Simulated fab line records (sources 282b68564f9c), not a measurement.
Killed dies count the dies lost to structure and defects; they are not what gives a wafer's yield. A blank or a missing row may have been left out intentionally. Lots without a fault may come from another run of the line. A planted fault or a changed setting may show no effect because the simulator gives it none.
Which tool is to blame? + flow rit-cmos + 21 wafers from 7 lots sampled at 2 of the route's 202 steps

WHAT THE GAUGES READ, wafer by wafer
RIT_SILICIDE_RS_MEAS_02: uses a four-point probe to measure.
| lot  | measured    | on            | SILICIDE_TI_RS (ohm/sq) |
|------|-------------|---------------|-------------------------|
| L953 | day 3 21:17 | film-metro-02 | 47.5 47.2 46.8          |
| L957 | day 4 11:52 | film-metro-02 | 47.0 46.7 47.4          |
| L959 | day 4 19:57 | film-metro-02 | 47.0 47.1 46.5          |
| L961 | day 5 11:12 | film-metro-03 | 47.7 48.1 49.3          |
| L964 | day 5 19:54 | film-metro-02 | 47.5 47.9 48.0          |
| L971 | day 7 06:55 | film-metro-02 | 20.2 20.7 20.3          |
| L975 | day 8 02:40 | film-metro-02 | 46.7 47.2 47.1          |

EACH LOT AND THE TOOL THAT RAN IT (in order: tool; ch and the chambers of the sampled wafers; start)
| lot  | RIT_SILICIDE_SPUTTER_01     |
|------|-----------------------------|
| L953 | pvd-sputter-04, day 3 21:08 |
| L957 | pvd-sputter-04, day 4 11:41 |
| L959 | pvd-sputter-04, day 4 19:46 |
| L961 | pvd-sputter-03, day 5 11:03 |
| L964 | pvd-sputter-02, day 5 19:43 |
| L971 | pvd-sputter-02, day 7 06:22 |
| L975 | pvd-sputter-02, day 8 02:29 |
- RIT_SILICIDE_SPUTTER_01: material Ti, target thk 30 nm, time 240 s.

THE ANSWER, worked out from the rows above alone
Rule: what is usual is taken from the lots themselves. The widest of any qualifying gaps counts: lots, ordered by their means at a reading, are off when they make up no more than a third of the lots, leave a main group of 4 or more, and stand apart from it by 3 or more times the standard deviation of that group's means. A main group whose means are all the same, to the digits that the tables above print for the reading, isn't used. Also off: a lot with no number at a reading for which 4 or more lots have one. The other lots that the step has rows for count as sound.
Off: L971, at RIT_SILICIDE_RS_MEAS_02 (SILICIDE_TI_RS). For the main group the mean is 47.4 ohm/sq and the standard deviation 0.54.
A tool fits if, at a process step before that reading, it ran every lot that is off, and no sound lot after the first of them. Gauges at RIT_SILICIDE_RS_MEAS_02: tried the same way as those tools. No candidate that was tried fits.

WHAT THE SIMULATOR HAD INSERTED
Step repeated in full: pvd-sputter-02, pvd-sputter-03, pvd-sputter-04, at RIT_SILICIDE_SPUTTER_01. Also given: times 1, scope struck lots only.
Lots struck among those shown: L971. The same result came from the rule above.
